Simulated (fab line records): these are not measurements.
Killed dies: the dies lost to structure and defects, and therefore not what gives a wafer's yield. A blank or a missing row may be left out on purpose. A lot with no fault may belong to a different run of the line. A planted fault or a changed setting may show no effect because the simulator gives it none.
fab line records / flow berkeley-cmos170
[record] lots = 5 wafers = 15 last-day = 10
route steps=331 shown ZERO@6 NWELL@14
lots with no fault: from the same line, run without faults
start-h: start of the lot's first displayed wafer, in hours after the record's first day / wait-h: how many hours have passed since the lot's step before this one / " same as the row above / L1.1+2: a row that stands for several wafers / - value missing, or start not given / * or withheld: withheld / < > ~ a bound
route shown NAME@n: NAME is a module with steps in the file, n the number in the route of the first one / usual: mean/standard deviation of fault-free wafers / same: alike in all rows / chamber/n: place in a boat / sites: readings site by site / _std_site: standard deviation across them / _edge_site: the outer-site mean with the inner-site mean subtracted / radius-mm: how far each site lies from the wafer's centre / mask NAME#n: copy n / behind: the most recent tool/chamber to have shaped the wafer / hold: why the lot went on hold/how many hours it stayed there/how the hold came to an end / device: names the non-switching transistor (n, p or np) / end of line: the same wafers' tests at the end of the route / where a step has no rows: the recipe by itself / killed: count of dies lost to structure and defects at first sort (not the wafer's yield) / map: a wafer's dies, marking killed ones x, the rest . and places with no die _
set.NAME: the setting the step ran with; set.NAME@STEP: the setting that earlier step ran with / model.NAME: the simulator's own value behind a step, which no gauge read
lots seen at some steps along the route; tables by step, rows by wafer
services: the hour from which a tool's chamber was out of use, counted from the record's first day as start-h (under 0 if before that day), plus the number of hours and why
[[steps]]
[step UCB170_ZERO_HMDS_00]
[recipe] prime-time-s = 60 prime-temp-c = 100
[step UCB170_ZERO_COAT_01]
[recipe] resist = KrF spin-rpm = 1500 resist-thk-nm = 900
[step UCB170_ZERO_SOFTBAKE_02]
[recipe] resist = KrF temp-c = 130 time-s = 60
[step UCB170_ZERO_EXPOSE_03]
[recipe] mask-id = PM_MARKS na = 0.5 sigma-outer = 0.6 source-shape = conventional target-cd-nm = 4000 dose-mj = 30
[step UCB170_ZERO_PEB_04]
[recipe] peb-temp-c = 130 peb-time-s = withheld resist = KrF
[step UCB170_ZERO_DEVELOP_05]
[recipe] developer = TMAH develop-time-s = 45 resist = KrF dev-temp-c = 21
[step UCB170_ZERO_ETCH_06]
[recipe] chemistry = CHF3/CF4/Ar target = SiO2 time-s = 12 pressure-mtorr = 100 rf-w = 500 CHF3_flow_sccm = 50 cf4-flow-sccm = 10 Ar_flow_sccm = 120 over-etch-frac = 1.58
[usual] chamber-pressure-mTorr = 100.00/0.091 drypump-motor-current-A = 5.7/0.41 oes-product-au = 0.618/0.012 throttle-valve-pct = 9.31/0.14
lot.wafer=L322.1 tool=rie-diel-02 chamber=1 start-h=24.66 wait-h=- chamber-pressure-mTorr=100.18 drypump-motor-current-A=5.4 oes-product-au=0.613 rf-hours-counter-h=153 throttle-valve-pct=9.21
lot.wafer=L322.2 tool=rie-diel-02 chamber=2 start-h=24.66 wait-h=- chamber-pressure-mTorr=100.00 drypump-motor-current-A=5.5 oes-product-au=0.603 rf-hours-counter-h=160 throttle-valve-pct=9.20
lot.wafer=L322.5 tool=rie-diel-02 chamber=3 start-h=24.66 wait-h=- chamber-pressure-mTorr=99.95 drypump-motor-current-A=5.5 oes-product-au=0.610 rf-hours-counter-h=- throttle-valve-pct=9.49
lot.wafer=L325.1 tool=rie-diel-03 chamber=2 start-h=37.99 wait-h=- chamber-pressure-mTorr=99.88 drypump-motor-current-A=5.7 oes-product-au=0.610 rf-hours-counter-h=3 throttle-valve-pct=9.54
lot.wafer=L325.4 tool=rie-diel-03 chamber=1 start-h=37.99 wait-h=- chamber-pressure-mTorr=100.11 drypump-motor-current-A=5.0 oes-product-au=0.637 rf-hours-counter-h=118 throttle-valve-pct=9.13
lot.wafer=L325.5 tool=rie-diel-03 chamber=3 start-h=37.99 wait-h=- chamber-pressure-mTorr=99.96 drypump-motor-current-A=5.6 oes-product-au=0.614 rf-hours-counter-h=- throttle-valve-pct=9.30
lot.wafer=L332.1 tool=rie-diel-02 chamber=1 start-h=70.22 wait-h=- chamber-pressure-mTorr=100.01 drypump-motor-current-A=5.4 oes-product-au=0.617 rf-hours-counter-h=156 throttle-valve-pct=9.22
lot.wafer=L332.3 tool=rie-diel-02 chamber=0 start-h=70.22 wait-h=- chamber-pressure-mTorr=100.04 drypump-motor-current-A=6.1 oes-product-au=0.621 rf-hours-counter-h=10 throttle-valve-pct=9.44
lot.wafer=L332.4 tool=rie-diel-02 chamber=2 start-h=70.22 wait-h=- chamber-pressure-mTorr=99.92 drypump-motor-current-A=5.5 oes-product-au=0.614 rf-hours-counter-h=163 throttle-valve-pct=9.20
lot.wafer=L334.1 tool=rie-diel-02 chamber=2 start-h=83.79 wait-h=- chamber-pressure-mTorr=100.25 drypump-motor-current-A=5.5 oes-product-au=0.605 rf-hours-counter-h=164 throttle-valve-pct=9.23
lot.wafer=L334.4 tool=rie-diel-02 chamber=1 start-h=83.79 wait-h=- chamber-pressure-mTorr=100.04 drypump-motor-current-A=5.4 oes-product-au=0.615 rf-hours-counter-h=- throttle-valve-pct=9.20
lot.wafer=L334.6 tool=rie-diel-02 chamber=0 start-h=83.79 wait-h=- chamber-pressure-mTorr=99.92 drypump-motor-current-A=6.1 oes-product-au=0.608 rf-hours-counter-h=- throttle-valve-pct=9.45
lot.wafer=L337.2 tool=rie-diel-01 chamber=0 start-h=102.88 wait-h=- chamber-pressure-mTorr=100.01 drypump-motor-current-A=5.8 oes-product-au=0.642 rf-hours-counter-h=9 throttle-valve-pct=9.20
lot.wafer=L337.3 tool=rie-diel-01 chamber=1 start-h=102.88 wait-h=- chamber-pressure-mTorr=100.11 drypump-motor-current-A=5.7 oes-product-au=0.604 rf-hours-counter-h=15 throttle-valve-pct=9.35
lot.wafer=L337.5 tool=rie-diel-01 chamber=1 start-h=102.88 wait-h=- chamber-pressure-mTorr=100.02 drypump-motor-current-A=5.7 oes-product-au=0.604 rf-hours-counter-h=- throttle-valve-pct=9.34
[step UCB170_ZERO_STRIP_07]
[recipe] chemistry = O2 power-w = 400 pressure-mtorr = 3500 platen-temp-c = withheld o2-flow-sccm = 400 overash-fraction = 0.5
[usual] chamber-pressure-mTorr = 3500/3.1 drypump-motor-current-A = 5.9/0.48 o2-flow-sccm = 400.0/1.3 oes-product-au = 0.727/0.0046 strip-time-to-endpoint-s = 21.48/0.054
lot.wafer=L322.1 tool=plasma-asher-03 chamber=1 start-h=24.68 wait-h=0.0 chamber-pressure-mTorr=3503 drypump-motor-current-A=6.2 o2-flow-sccm=400.8 oes-product-au=0.734 rf-hours-counter-h=29 strip-time-to-endpoint-s=21.44
lot.wafer=L322.2 tool=plasma-asher-03 chamber=0 start-h=24.68 wait-h=0.0 chamber-pressure-mTorr=3502 drypump-motor-current-A=6.2 o2-flow-sccm=397.1 oes-product-au=0.724 rf-hours-counter-h=29 strip-time-to-endpoint-s=21.45
lot.wafer=L322.5 tool=plasma-asher-03 chamber=1 start-h=24.68 wait-h=0.0 chamber-pressure-mTorr=3493 drypump-motor-current-A=6.2 o2-flow-sccm=398.0 oes-product-au=0.722 rf-hours-counter-h=- strip-time-to-endpoint-s=21.51
lot.wafer=L325.1 tool=plasma-asher-03 chamber=1 start-h=38.01 wait-h=0.0 chamber-pressure-mTorr=3502 drypump-motor-current-A=6.2 o2-flow-sccm=398.3 oes-product-au=0.728 rf-hours-counter-h=31 strip-time-to-endpoint-s=21.49
lot.wafer=L325.4 tool=plasma-asher-03 chamber=1 start-h=38.01 wait-h=0.0 chamber-pressure-mTorr=3502 drypump-motor-current-A=6.2 o2-flow-sccm=398.8 oes-product-au=0.724 rf-hours-counter-h=- strip-time-to-endpoint-s=21.53
lot.wafer=L325.5 tool=plasma-asher-03 chamber=1 start-h=38.01 wait-h=0.0 chamber-pressure-mTorr=3499 drypump-motor-current-A=6.2 o2-flow-sccm=398.9 oes-product-au=0.727 rf-hours-counter-h=- strip-time-to-endpoint-s=21.46
lot.wafer=L332.1 tool=plasma-asher-01 chamber=1 start-h=70.24 wait-h=0.0 chamber-pressure-mTorr=3496 drypump-motor-current-A=5.5 o2-flow-sccm=401.2 oes-product-au=0.720 rf-hours-counter-h=24 strip-time-to-endpoint-s=21.51
lot.wafer=L332.3 tool=plasma-asher-01 chamber=0 start-h=70.24 wait-h=0.0 chamber-pressure-mTorr=3501 drypump-motor-current-A=5.7 o2-flow-sccm=397.6 oes-product-au=0.727 rf-hours-counter-h=- strip-time-to-endpoint-s=21.56
lot.wafer=L332.4 tool=plasma-asher-01 chamber=1 start-h=70.24 wait-h=0.0 chamber-pressure-mTorr=3503 drypump-motor-current-A=5.5 o2-flow-sccm=402.5 oes-product-au=0.727 rf-hours-counter-h=- strip-time-to-endpoint-s=21.55
lot.wafer=L334.1 tool=plasma-asher-01 chamber=0 start-h=83.81 wait-h=0.0 chamber-pressure-mTorr=3496 drypump-motor-current-A=5.8 o2-flow-sccm=400.4 oes-product-au=0.733 rf-hours-counter-h=26 strip-time-to-endpoint-s=21.42
lot.wafer=L334.4 tool=plasma-asher-01 chamber=1 start-h=83.81 wait-h=0.0 chamber-pressure-mTorr=3498 drypump-motor-current-A=5.5 o2-flow-sccm=398.5 oes-product-au=0.727 rf-hours-counter-h=- strip-time-to-endpoint-s=21.47
lot.wafer=L334.6 tool=plasma-asher-01 chamber=0 start-h=83.81 wait-h=0.0 chamber-pressure-mTorr=3501 drypump-motor-current-A=5.8 o2-flow-sccm=400.6 oes-product-au=0.723 rf-hours-counter-h=- strip-time-to-endpoint-s=21.39
lot.wafer=L337.2 tool=plasma-asher-03 chamber=1 start-h=102.91 wait-h=0.0 chamber-pressure-mTorr=3495 drypump-motor-current-A=6.2 o2-flow-sccm=400.0 oes-product-au=0.726 rf-hours-counter-h=38 strip-time-to-endpoint-s=21.54
lot.wafer=L337.3 tool=plasma-asher-03 chamber=1 start-h=102.91 wait-h=0.0 chamber-pressure-mTorr=3502 drypump-motor-current-A=6.2 o2-flow-sccm=399.4 oes-product-au=0.731 rf-hours-counter-h=- strip-time-to-endpoint-s=21.57
lot.wafer=L337.5 tool=plasma-asher-03 chamber=0 start-h=102.91 wait-h=0.0 chamber-pressure-mTorr=3506 drypump-motor-current-A=6.2 o2-flow-sccm=399.5 oes-product-au=0.721 rf-hours-counter-h=- strip-time-to-endpoint-s=21.56
[step UCB170_NWELL_WET_ETCH_00]
[recipe] chemistry = dHF dilution = 25:1 target = SiO2 temp-c = 25 time-s = 200
[step UCB170_NWELL_OXIDATION_01]
[recipe] temp-c = 1000 ambient = O2 target-thk-a = 264 ox-time-s = 1260
[step UCB170_NWELL_THK_MEAS_02]
[recipe] reads = SiO2_of_NWELL_OXIDATION_01
[usual] NWELL_OXIDE_THK = 26.2/0.5
lot.wafer=L322.1 tool=film-metro-04 chamber=- start-h=27.98 wait-h=0.0 NWELL_OXIDE_THK[nm]=26.8
lot.wafer=L322.2 tool=film-metro-04 chamber=- start-h=27.98 wait-h=0.0 NWELL_OXIDE_THK[nm]=26.9
lot.wafer=L322.5 tool=film-metro-04 chamber=- start-h=27.98 wait-h=0.0 NWELL_OXIDE_THK[nm]=26.7
lot.wafer=L325.1 tool=film-metro-04 chamber=- start-h=46.16 wait-h=0.0 NWELL_OXIDE_THK[nm]=26.3
lot.wafer=L325.4 tool=film-metro-04 chamber=- start-h=46.16 wait-h=0.0 NWELL_OXIDE_THK[nm]=26.4
lot.wafer=L325.5 tool=film-metro-04 chamber=- start-h=46.16 wait-h=0.0 NWELL_OXIDE_THK[nm]=26.7
lot.wafer=L332.1 tool=film-metro-01 chamber=- start-h=72.52 wait-h=0.0 NWELL_OXIDE_THK[nm]=25.7
lot.wafer=L332.3 tool=film-metro-01 chamber=- start-h=72.52 wait-h=0.0 NWELL_OXIDE_THK[nm]=25.5
lot.wafer=L332.4 tool=film-metro-01 chamber=- start-h=72.52 wait-h=0.0 NWELL_OXIDE_THK[nm]=26.0
lot.wafer=L334.1 tool=film-metro-04 chamber=- start-h=86.02 wait-h=0.0 NWELL_OXIDE_THK[nm]=27.0
lot.wafer=L334.4 tool=film-metro-04 chamber=- start-h=86.02 wait-h=0.0 NWELL_OXIDE_THK[nm]=26.9
lot.wafer=L334.6 tool=film-metro-04 chamber=- start-h=86.02 wait-h=0.0 NWELL_OXIDE_THK[nm]=26.9
lot.wafer=L337.2 tool=film-metro-04 chamber=- start-h=105.84 wait-h=0.0 NWELL_OXIDE_THK[nm]=25.9
lot.wafer=L337.3 tool=film-metro-04 chamber=- start-h=105.84 wait-h=0.0 NWELL_OXIDE_THK[nm]=26.3
lot.wafer=L337.5 tool=film-metro-04 chamber=- start-h=105.84 wait-h=0.0 NWELL_OXIDE_THK[nm]=26.0
[step UCB170_NWELL_ANNEAL_03]
[recipe] temp-c = 1000 time-s = 900 ambient = N2
[step UCB170_NWELL_CVD_04]
[recipe] material = Si3N4 target-thk-nm = 224 temp-c = 800 precursor = SiH2Cl2/NH3 time-s = 3360 pressure-mtorr = 200 sih2cl2-flow-sccm = 25 nh3-flow-sccm = 75
[usual] sih2cl2-flow-sccm = 25.00/0.076
lot.wafer=L322.1 tool=lpcvd-02 chamber=1 start-h=31.80 wait-h=0.0 sih2cl2-flow-sccm=24.94 model.Si3N4_of_NWELL_CVD_04.thk-nm=222
lot.wafer=L322.2 tool=lpcvd-02 chamber=1 start-h=31.80 wait-h=0.0 sih2cl2-flow-sccm=24.97 model.Si3N4_of_NWELL_CVD_04.thk-nm=224
lot.wafer=L322.5 tool=lpcvd-02 chamber=1 start-h=31.80 wait-h=0.0 sih2cl2-flow-sccm=25.10 model.Si3N4_of_NWELL_CVD_04.thk-nm=222
lot.wafer=L325.1 tool=lpcvd-02 chamber=0 start-h=55.88 wait-h=0.9 sih2cl2-flow-sccm=25.05 model.Si3N4_of_NWELL_CVD_04.thk-nm=224.3
lot.wafer=L325.4 tool=lpcvd-02 chamber=0 start-h=55.88 wait-h=0.9 sih2cl2-flow-sccm=25.06 model.Si3N4_of_NWELL_CVD_04.thk-nm=224.8
lot.wafer=L325.5 tool=lpcvd-02 chamber=0 start-h=55.88 wait-h=0.9 sih2cl2-flow-sccm=25.04 model.Si3N4_of_NWELL_CVD_04.thk-nm=223.7
lot.wafer=L332.1 tool=lpcvd-01 chamber=1 start-h=75.39 wait-h=0.0 sih2cl2-flow-sccm=25.08 model.Si3N4_of_NWELL_CVD_04.thk-nm=225.1
lot.wafer=L332.3 tool=lpcvd-01 chamber=1 start-h=75.39 wait-h=0.0 sih2cl2-flow-sccm=25.08 model.Si3N4_of_NWELL_CVD_04.thk-nm=225.2
lot.wafer=L332.4 tool=lpcvd-01 chamber=1 start-h=75.39 wait-h=0.0 sih2cl2-flow-sccm=24.95 model.Si3N4_of_NWELL_CVD_04.thk-nm=225.3
lot.wafer=L334.1 tool=lpcvd-02 chamber=0 start-h=87.33 wait-h=0.0 sih2cl2-flow-sccm=24.93 model.Si3N4_of_NWELL_CVD_04.thk-nm=243.9
lot.wafer=L334.4 tool=lpcvd-02 chamber=0 start-h=87.33 wait-h=0.0 sih2cl2-flow-sccm=25.07 model.Si3N4_of_NWELL_CVD_04.thk-nm=241.9
lot.wafer=L334.6 tool=lpcvd-02 chamber=0 start-h=87.33 wait-h=0.0 sih2cl2-flow-sccm=25.12 model.Si3N4_of_NWELL_CVD_04.thk-nm=242.9
lot.wafer=L337.2 tool=lpcvd-01 chamber=1 start-h=108.43 wait-h=0.0 sih2cl2-flow-sccm=25.11 model.Si3N4_of_NWELL_CVD_04.thk-nm=224.3
lot.wafer=L337.3 tool=lpcvd-01 chamber=1 start-h=108.43 wait-h=0.0 sih2cl2-flow-sccm=25.14 model.Si3N4_of_NWELL_CVD_04.thk-nm=222.8
lot.wafer=L337.5 tool=lpcvd-01 chamber=1 start-h=108.43 wait-h=0.0 sih2cl2-flow-sccm=25.06 model.Si3N4_of_NWELL_CVD_04.thk-nm=224.6
[step UCB170_NWELL_THK_MEAS_05]
[recipe] reads = Si3N4_of_NWELL_CVD_04
[usual] NWELL_NITRIDE_THK = 224.0/2.3
lot.wafer=L322.1 tool=film-metro-01 chamber=- start-h=34.70 wait-h=0.0 NWELL_NITRIDE_THK[nm]=221.9
lot.wafer=L322.2 tool=film-metro-01 chamber=- start-h=34.70 wait-h=0.0 NWELL_NITRIDE_THK[nm]=224.1
lot.wafer=L322.5 tool=film-metro-01 chamber=- start-h=34.70 wait-h=0.0 NWELL_NITRIDE_THK[nm]=222.0
lot.wafer=L325.1 tool=film-metro-01 chamber=- start-h=57.81 wait-h=0.0 NWELL_NITRIDE_THK[nm]=224.1
lot.wafer=L325.4 tool=film-metro-01 chamber=- start-h=57.81 wait-h=0.0 NWELL_NITRIDE_THK[nm]=224.8
lot.wafer=L325.5 tool=film-metro-01 chamber=- start-h=57.81 wait-h=0.0 NWELL_NITRIDE_THK[nm]=223.9
lot.wafer=L332.1 tool=film-metro-04 chamber=- start-h=77.32 wait-h=0.0 NWELL_NITRIDE_THK[nm]=224.9
lot.wafer=L332.3 tool=film-metro-04 chamber=- start-h=77.32 wait-h=0.0 NWELL_NITRIDE_THK[nm]=225.1
lot.wafer=L332.4 tool=film-metro-04 chamber=- start-h=77.32 wait-h=0.0 NWELL_NITRIDE_THK[nm]=225.4
lot.wafer=L334.1 tool=film-metro-03 chamber=- start-h=89.26 wait-h=0.0 NWELL_NITRIDE_THK[nm]=244.0
lot.wafer=L334.4 tool=film-metro-03 chamber=- start-h=89.26 wait-h=0.0 NWELL_NITRIDE_THK[nm]=241.8
lot.wafer=L334.6 tool=film-metro-03 chamber=- start-h=89.26 wait-h=0.0 NWELL_NITRIDE_THK[nm]=243.0
lot.wafer=L337.2 tool=film-metro-03 chamber=- start-h=110.37 wait-h=0.0 NWELL_NITRIDE_THK[nm]=224.3
lot.wafer=L337.3 tool=film-metro-03 chamber=- start-h=110.37 wait-h=0.0 NWELL_NITRIDE_THK[nm]=222.7
lot.wafer=L337.5 tool=film-metro-03 chamber=- start-h=110.37 wait-h=0.0 NWELL_NITRIDE_THK[nm]=224.6
[step UCB170_NWELL_HMDS_06]
[recipe] prime-time-s = 60 prime-temp-c = 100
[step UCB170_NWELL_COAT_07]
[recipe] resist = KrF spin-rpm = 1500 resist-thk-nm = 900
[step UCB170_NWELL_SOFTBAKE_08]
[recipe] resist = KrF temp-c = 130 time-s = 60
[step UCB170_NWELL_EXPOSE_09]
[recipe] mask-id = NWELL target-cd-nm = 3000 na = 0.5 sigma-outer = 0.6 source-shape = conventional dose-mj = 25
[step UCB170_NWELL_PEB_10]
[recipe] peb-temp-c = 130 peb-time-s = withheld resist = KrF
[step UCB170_NWELL_DEVELOP_11]
[recipe] developer = TMAH develop-time-s = 45 resist = KrF dev-temp-c = 21
[step UCB170_NWELL_OVL_MEAS_12]
[usual] NWELL_OVL = 3/5.4
lot.wafer=L322.1 tool=overlay-01 chamber=- start-h=36.05 wait-h=- NWELL_OVL[nm]=4
lot.wafer=L322.2 tool=overlay-01 chamber=- start-h=36.05 wait-h=- NWELL_OVL[nm]=6
lot.wafer=L322.5 tool=overlay-01 chamber=- start-h=36.05 wait-h=- NWELL_OVL[nm]=3
lot.wafer=L325.1 tool=overlay-01 chamber=- start-h=60.52 wait-h=- NWELL_OVL[nm]=11
lot.wafer=L325.4 tool=overlay-01 chamber=- start-h=60.52 wait-h=- NWELL_OVL[nm]=8
lot.wafer=L325.5 tool=overlay-01 chamber=- start-h=60.52 wait-h=- NWELL_OVL[nm]=4
lot.wafer=L332.1 tool=overlay-01 chamber=- start-h=79.25 wait-h=- NWELL_OVL[nm]=-6
lot.wafer=L332.3 tool=overlay-01 chamber=- start-h=79.25 wait-h=- NWELL_OVL[nm]=-5
lot.wafer=L332.4 tool=overlay-01 chamber=- start-h=79.25 wait-h=- NWELL_OVL[nm]=-10
lot.wafer=L334.1 tool=overlay-01 chamber=- start-h=90.18 wait-h=- NWELL_OVL[nm]=-8
lot.wafer=L334.4 tool=overlay-01 chamber=- start-h=90.18 wait-h=- NWELL_OVL[nm]=0
lot.wafer=L334.6 tool=overlay-01 chamber=- start-h=90.18 wait-h=- NWELL_OVL[nm]=7
lot.wafer=L337.2 tool=overlay-01 chamber=- start-h=112.33 wait-h=- NWELL_OVL[nm]=6
lot.wafer=L337.3 tool=overlay-01 chamber=- start-h=112.33 wait-h=- NWELL_OVL[nm]=11
lot.wafer=L337.5 tool=overlay-01 chamber=- start-h=112.33 wait-h=- NWELL_OVL[nm]=11
[step UCB170_NWELL_ETCH_13]
[recipe] chemistry = CH3F/Ar/O2 target = Si3N4 stop-on = SiO2 CH3F_flow_sccm = 20 Ar_flow_sccm = 50 O2_flow_sccm = 7 pressure-mtorr = 50 rf-w = 450 target-depth-a = 2464 over-etch-frac = 0.1 time-s = 154
[usual] chamber-pressure-mTorr = 50.00/0.045 drypump-motor-current-A = 5.7/0.4 oes-product-au = 0.946/0.017 throttle-valve-pct = 8.11/0.15
lot.wafer=L322.1 tool=rie-diel-03 chamber=0 start-h=36.08 wait-h=0.0 chamber-pressure-mTorr=50.02 drypump-motor-current-A=6.6 oes-product-au=0.937 rf-hours-counter-h=14 throttle-valve-pct=7.89 model.etch.depth-nm=222
lot.wafer=L322.2 tool=rie-diel-03 chamber=1 start-h=36.08 wait-h=0.0 chamber-pressure-mTorr=50.09 drypump-motor-current-A=5.0 oes-product-au=0.971 rf-hours-counter-h=118 throttle-valve-pct=7.99 model.etch.depth-nm=224
lot.wafer=L322.5 tool=rie-diel-03 chamber=2 start-h=36.08 wait-h=0.0 chamber-pressure-mTorr=49.96 drypump-motor-current-A=5.7 oes-product-au=0.943 rf-hours-counter-h=- throttle-valve-pct=8.33 model.etch.depth-nm=222
lot.wafer=L325.1 tool=rie-diel-04 chamber=2 start-h=60.55 wait-h=0.0 chamber-pressure-mTorr=50.02 drypump-motor-current-A=5.3 oes-product-au=0.951 rf-hours-counter-h=151 throttle-valve-pct=8.00 model.etch.depth-nm=224.3
lot.wafer=L325.4 tool=rie-diel-04 chamber=3 start-h=60.55 wait-h=0.0 chamber-pressure-mTorr=49.98 drypump-motor-current-A=5.8 oes-product-au=0.940 rf-hours-counter-h=25 throttle-valve-pct=8.39 model.etch.depth-nm=224.8
lot.wafer=L325.5 tool=rie-diel-04 chamber=0 start-h=60.55 wait-h=0.0 chamber-pressure-mTorr=50.05 drypump-motor-current-A=5.2 oes-product-au=0.930 rf-hours-counter-h=- throttle-valve-pct=8.13 model.etch.depth-nm=223.7
lot.wafer=L332.1 tool=rie-diel-01 chamber=2 start-h=79.29 wait-h=0.0 chamber-pressure-mTorr=50.04 drypump-motor-current-A=5.4 oes-product-au=0.961 rf-hours-counter-h=5 throttle-valve-pct=8.20 model.etch.depth-nm=225.1
lot.wafer=L332.3 tool=rie-diel-01 chamber=1 start-h=79.29 wait-h=0.0 chamber-pressure-mTorr=50.00 drypump-motor-current-A=5.6 oes-product-au=0.921 rf-hours-counter-h=14 throttle-valve-pct=8.13 model.etch.depth-nm=225.2
lot.wafer=L332.4 tool=rie-diel-01 chamber=3 start-h=79.29 wait-h=0.0 chamber-pressure-mTorr=50.02 drypump-motor-current-A=6.2 oes-product-au=0.954 rf-hours-counter-h=50 throttle-valve-pct=8.07 model.etch.depth-nm=225.3
lot.wafer=L334.1 tool=rie-diel-01 chamber=1 start-h=90.22 wait-h=0.0 chamber-pressure-mTorr=50.03 drypump-motor-current-A=5.7 oes-product-au=0.954 rf-hours-counter-h=15 throttle-valve-pct=8.13 model.etch.depth-nm=243.9
lot.wafer=L334.4 tool=rie-diel-01 chamber=2 start-h=90.22 wait-h=0.0 chamber-pressure-mTorr=49.96 drypump-motor-current-A=5.4 oes-product-au=1.008 rf-hours-counter-h=- throttle-valve-pct=8.21 model.etch.depth-nm=241.9
lot.wafer=L334.6 tool=rie-diel-01 chamber=0 start-h=90.22 wait-h=0.0 chamber-pressure-mTorr=50.04 drypump-motor-current-A=5.8 oes-product-au=1.014 rf-hours-counter-h=- throttle-valve-pct=8.04 model.etch.depth-nm=239
lot.wafer=L337.2 tool=rie-diel-03 chamber=0 start-h=112.36 wait-h=0.0 chamber-pressure-mTorr=49.99 drypump-motor-current-A=6.7 oes-product-au=0.937 rf-hours-counter-h=17 throttle-valve-pct=7.90 model.etch.depth-nm=224.3
lot.wafer=L337.3 tool=rie-diel-03 chamber=1 start-h=112.36 wait-h=0.0 chamber-pressure-mTorr=50.00 drypump-motor-current-A=5.0 oes-product-au=0.967 rf-hours-counter-h=121 throttle-valve-pct=7.99 model.etch.depth-nm=222.8
lot.wafer=L337.5 tool=rie-diel-03 chamber=2 start-h=112.36 wait-h=0.0 chamber-pressure-mTorr=50.00 drypump-motor-current-A=5.7 oes-product-au=0.944 rf-hours-counter-h=- throttle-valve-pct=8.33 model.etch.depth-nm=224.6
[step UCB170_NWELL_IMPLANT_14]
[recipe] species = P dose-cm2 = 1e+13 energy-kev = 150 tilt-deg = 7
[[services]]
tool=plasma-asher-01 chamber=- start-h=9.71 hours=0.4 kind=repair
tool=plasma-asher-01 chamber=- start-h=10.16 hours=15.6 kind=pm
tool=rie-diel-04 chamber=0 start-h=10.27 hours=1.3 kind=repair
tool=rie-diel-02 chamber=3 start-h=26.71 hours=4.2 kind=repair
tool=lpcvd-02 chamber=- start-h=30.66 hours=0.6 kind=repair
tool=plasma-asher-03 chamber=- start-h=38.97 hours=3.6 kind=repair
tool=plasma-asher-01 chamber=- start-h=60.32 hours=1.2 kind=repair
tool=rie-diel-03 chamber=1 start-h=62.12 hours=9.6 kind=repair
tool=rie-diel-02 chamber=3 start-h=71.93 hours=- kind=clean
tool=rie-diel-02 chamber=3 start-h=71.93 hours=13.6 kind=scheduled-down
tool=rie-diel-02 chamber=3 start-h=71.93 hours=13.6 kind=vent-cycle
tool=rie-diel-02 chamber=1 start-h=86.52 hours=5.8 kind=repair
tool=rie-diel-01 chamber=3 start-h=87.26 hours=3.8 kind=repair
tool=rie-diel-04 chamber=3 start-h=91.74 hours=5.6 kind=repair
tool=rie-diel-02 chamber=- start-h=95.94 hours=2.8 kind=pm
tool=rie-diel-02 chamber=2 start-h=100.22 hours=4.2 kind=repair
tool=rie-diel-02 chamber=2 start-h=110.71 hours=- kind=clean
tool=rie-diel-02 chamber=2 start-h=110.71 hours=28.7 kind=scheduled-down
tool=rie-diel-02 chamber=2 start-h=110.71 hours=28.7 kind=vent-cycle
[[key]]
[first-sign] step = UCB170_NWELL_THK_MEAS_05 reading = NWELL_NITRIDE_THK direction = up sigmas = 8.3 usual = 224.0 struck = 242.9
[effect] step = UCB170_NWELL_ETCH_13 reading = oes-product-au direction = up sigmas = 2.7 usual = 0.946 struck = 0.992 wafers-moved = 2
[model-effect] step = UCB170_NWELL_CVD_04 value = Si3N4_of_NWELL_CVD_04.thk-nm without = 225.6 struck = 242.9
[model-effect] step = UCB170_NWELL_ETCH_13 value = etch.depth-nm without = 225.6 struck = 241.6
met-at UCB170_NWELL_CVD_04
struck-wafers L334.1,L334.4,L334.6
later-rows-left-out L334.6
sort-left-out L334.1,L334.4,L334.6
tester-left-out L334
onset-between 55.88 87.33
also-fits UCB170_ZERO_ETCH_06:rie-diel-02,UCB170_ZERO_STRIP_07:plasma-asher-01
[fault] kind = process-parameter-drift tool = lpcvd-02 chamber = 0 onset-h = 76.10 steps = UCB170_NWELL_CVD_04 channel = time-s offset = * shape = step end-h = 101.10 acts-in = * stated = *
// tester-left-out: of these lots the tester's yield and bins aren't shown, on N5 and GAA mostly nor the transistor test; their killed dies are dies lost to structure and defects alone, not to doping, threshold or leakage, so they don't give the yield
// sort-left-out: the simulated sort isn't trusted on such a fault, so these wafers' sort isn't shown, and their yield isn't known
// later-rows-left-out: the simulator's readings of these wafers behind a module that went badly wrong aren't trusted and aren't shown, but for the sort
